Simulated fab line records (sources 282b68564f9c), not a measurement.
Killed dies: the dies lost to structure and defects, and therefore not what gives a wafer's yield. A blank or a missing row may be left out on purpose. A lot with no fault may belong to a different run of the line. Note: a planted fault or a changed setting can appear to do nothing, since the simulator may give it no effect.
8D (eight disciplines) problem report, filled in by code ; flow rit cmos ; the parts of the form that need people (team, actions taken, sign-off) are left out

== 1. WHAT WENT WRONG ==
Across 3 wafers from 2 lots, M1_AL_RS at RIT_M1_RS_MEAS_01 averages 0.0424 ohm/sq, while fault-free wafers read 0.0729 ohm/sq with a standard deviation of 0.00083. Relative to the usual mean, that is a shift of -37 standard deviations.
The step: measures by four-point-probe.
The first sign was on wafer L735.4 at day 6 17:00, on film metro-02. The record has a number at this step for 39 wafers belonging to 13 lots. Rule for "out" (also "out of limits"): further than 4 standard deviations from the usual mean. Any other wafer with a number is counted as sound.

== 2. WHAT IT IS, WHAT IT ISN'T ==
question;is;is not
which readings at this step;M1_AL_RS;-
which lots;L735, L737;L719, L721, L725, L726, L727, L728, L730, L731, L732, L734, L738
which wafers of those lots;L735.4, L735.6, L737.6;L735.1, L737.2, L737.5
read on which gauges;film metro-02;film metro-01, film metro-04
when;from day 6 17:00;"up to then (31 sound wafers); but 5 sound wafers of L737, L738 came after"

== 3. WHAT RULES OUT EACH SUSPECT ==
Counting: if a tool at a process step up to the reading ran every lot that is out, it stays a suspect. Sound lots after the first of them don't rule it out here, since some wafers of a struck lot are sound.
- the gauge at RIT_M1_RS_MEAS_01: ruled out. All the wafers that are out were read on film metro-02, but those of them that RIT_M1_METAL_ETCH_12 has rows for are out there too, on other tools.
- plasma asher-04 at RIT_PWELL_STRIP_09 (strips in O2, time 180 s): kept. Every lot that is out went through it, the first being L735 (day 5 08:05); the last sound lot it ran before that was L726 (day 3 10:29).
- pvd sputter-04 at RIT_M1_SPUTTER_00 (material Al, target thk 400 nm, time 500 s): kept. Every lot that is out went through it, the first being L735 (day 6 16:43); the last sound lot it ran before that was L731 (day 5 21:40).
The count leaves pvd sputter-04 at RIT_M1_SPUTTER_00 and plasma asher-04 at RIT_PWELL_STRIP_09.

== 4. THE CAUSE (what the simulator had put in) ==
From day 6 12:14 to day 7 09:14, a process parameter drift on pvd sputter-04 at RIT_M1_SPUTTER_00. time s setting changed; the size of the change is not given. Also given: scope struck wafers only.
Counting leaves 2 suspects; this tool is one of them.

== 5. THE CHAIN OF EFFECTS, in route order ==
One row per reading whose mean, taken over the struck wafers that have a number, lies over 3 standard deviations from the usual. Scope: only readings with a usual standard deviation given in the record; hours: median across lots of the time from each lot's start at the first step in this table that gives one to its start at this step; sigmas: change in usual standard deviations.
hours;step;reading;usual;on struck wafers;change;sigmas
0;RIT_M1_RS_MEAS_01;M1_AL_RS;0.0729 ohm/sq;0.0424;-0.0305;-37
0;RIT_M1_THK_MEAS_02;M1_AL_THK;401 nm;689;+288;+48
2;RIT_M1_METAL_ETCH_12;oes product au;0.787 a.u.;1.001;+0.214;+21
4;RIT_M1_PROBE_99;defect limited yield;97.4 %;0.0;-97.4;-81
4;RIT_M1_PROBE_99;killed_at_M0_to_M3;0.0;258.3;+258.3;+99 or more
4;RIT_M1_PROBE_99;killed dies;7;264;+257;+83
4;RIT_M1_PROBE_99;killed on rim;1.9;70.0;+68.1;+45
4;RIT_M1_PROBE_99;sort_bin_5_function;1.4 %;99.6;+98.2;+99 or more
4;RIT_M1_PROBE_99;sort n pass;257;0;-257;-83
4;RIT_M1_PROBE_99;sort yield pct;97.4 %;0.0;-97.4;-81
Its process steps:
- RIT_M1_METAL_ETCH_12: etches Al in Cl2/BCl3, stops on SiO2, time 165 s, target depth 600 nm.
- RIT_M1_PROBE_99

== 6. WHAT WOULD HAVE CAUGHT IT SOONER ==
Counted from the fault's start at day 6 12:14, it took 5 hours until the first out-of-limits reading at a measuring or inspecting step in this record, taken at day 6 17:00.
Of the tool readings at RIT_M1_SPUTTER_00 for which the record gives a usual standard deviation, none was out on any struck wafer, so an alarm limit of 4 standard deviations on them would not have fired.
L737, from the lots that are out (2), started RIT_M1_SPUTTER_00 on pvd sputter-04 later than day 6 17:00. Holding the tool at that time would have saved it.
